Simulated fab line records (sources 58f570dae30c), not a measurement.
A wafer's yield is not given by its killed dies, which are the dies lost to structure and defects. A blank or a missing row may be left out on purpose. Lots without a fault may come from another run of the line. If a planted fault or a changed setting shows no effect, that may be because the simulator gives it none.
Which tool is to blame?	flow berkeley cmos170	14 lots with 42 wafers sampled at 2 steps, on a route of 331 steps

WHAT THE GAUGES READ, wafer by wafer
UCB170_GATE_CD_MEAS_90: target cd 350 nm. Usual: 349.9 nm for cd nm, sd 1.4.
lot	measured	on	cd nm (nm)	flag
L301	day 7 00:45	cd sem-02	349.3 350.3 349.1	
L303	day 7 12:33	cd sem-01	350.6 352.3 351.3	
L302	day 7 12:51	cd sem-01	349.9 349.5 348.3	
L304	day 8 03:35	cd sem-01	349.1 350.9 348.5	
L306	day 8 11:35	cd sem-02	352.2 352.1 351.1	
L309	day 8 22:33	cd sem-02	- - -	OFF
L308	day 8 22:41	cd sem-01	- - -	OFF
L316	day 11 03:58	cd sem-01	349.3 350.6 350.4	
L317	day 11 04:05	cd sem-02	350.0 349.4 349.8	
L319	day 11 15:20	cd sem-02	348.8 348.8 348.4	
L318	day 11 15:44	cd sem-01	350.4 348.7 349.5	
L321	day 12 02:19	cd sem-02	348.9 348.6 349.2	
L324	day 12 20:28	cd sem-02	347.9 350.5 350.0	
L323	day 12 20:55	cd sem-01	351.5 350.9 351.2	

WHICH TOOL RAN EACH LOT (tool, then ch and the chambers of the sampled wafers, then the start)
lot	UCB170_GATE_ETCH_15
L301	rie si-01 ch 1,3, day 7 00:36
L303	rie si-01 ch 0,1,2, day 7 12:24
L302	rie si-02 ch 0,3, day 7 12:41
L304	rie si-01 ch 1,2,3, day 8 03:26
L306	rie si-02 ch 1,2,3, day 8 11:26
L309	rie si-01 ch 0,2,3, day 8 22:24
L308	rie si-02 ch 0,1,2, day 8 22:31
L316	rie si-02 ch 0,2,3, day 11 03:47
L317	rie si-01 ch 0,1, day 11 03:53
L319	rie si-02 ch 1,2, day 11 15:08
L318	rie si-01 ch 0,2,3, day 11 15:35
L321	rie si-01 ch 0,2,3, day 12 02:10
L324	rie si-01 ch 1,2,3, day 12 20:17
L323	rie si-02 ch 0,1,3, day 12 20:43
- UCB170_GATE_ETCH_15: etches poly-Si in HBr/Cl2, stops on SiO2, time 56.3 s, target depth 278.2 nm.

WHAT THE TOOLS THEMSELVES READ (means of the sampled wafers that have a number; where no wafer has one, the mark that the record gives instead)
UCB170_GATE_ETCH_15. Usual: HBr_flow_sccm 150.0 sccm, standard deviation 0.45; bias w 150.0 W, standard deviation 0.45; drypump motor current A 5.8 A, standard deviation 0.53; oes product au 0.835 a.u., standard deviation 0.016; throttle valve pct 26.48 %, standard deviation 0.28.
lot	tool	HBr_flow_sccm (sccm)	bias w (W)	drypump motor current A (A)	oes product au (a.u.)	throttle valve pct (%)	flag
L301	rie si-01	150.0	149.7	5.2	0.838	26.53	
L303	rie si-01	150.0	149.7	5.9	0.833	26.55	
L302	rie si-02	150.5	149.4	5.5	0.837	26.24	
L304	rie si-01	150.1	150.2	5.6	0.837	26.69	
L306	rie si-02	150.2	150.0	6.1	0.831	26.25	
L309	rie si-01	-	-	-	-	-	OFF
L308	rie si-02	-	-	-	-	-	OFF
L316	rie si-02	149.9	149.9	5.8	0.839	26.24	
L317	rie si-01	149.5	150.4	5.5	0.839	26.41	
L319	rie si-02	150.0	149.7	6.4	0.825	26.27	
L318	rie si-01	150.1	150.1	5.8	0.821	26.79	
L321	rie si-01	149.9	149.9	5.8	0.822	26.80	
L324	rie si-01	150.2	150.2	5.6	0.825	26.70	
L323	rie si-02	150.2	150.1	5.8	0.833	26.28	

THE ANSWER, worked out from the rows above alone
Rule: a lot counts as off when the mean over its wafers that have a number is more than 3 standard deviations away from the usual mean. A lot without any number at a reading at which 4 lots or more have one is off too. The other lots that the step has rows for count as sound. After the gauges, taken in route order, come the tools' own readings; for these a lot's mean is taken, as printed above. At the first step where some lot is off, the reading lying furthest off is the one used; lots without a number count as furthest.
Off at UCB170_GATE_CD_MEAS_90 (cd nm): L309, L308. Without a number there: L309, L308.
A tool fits if, at a process step before that reading, it ran every lot that is off, and no sound lot after the first of them. The gauges at UCB170_GATE_CD_MEAS_90 aren't tried: what is off there is off at UCB170_GATE_ETCH_15 too, on other tools, and a gauge's error can't cause that. Of those tried, none fits.

WHAT HAD BEEN PUT IN BY THE SIMULATOR
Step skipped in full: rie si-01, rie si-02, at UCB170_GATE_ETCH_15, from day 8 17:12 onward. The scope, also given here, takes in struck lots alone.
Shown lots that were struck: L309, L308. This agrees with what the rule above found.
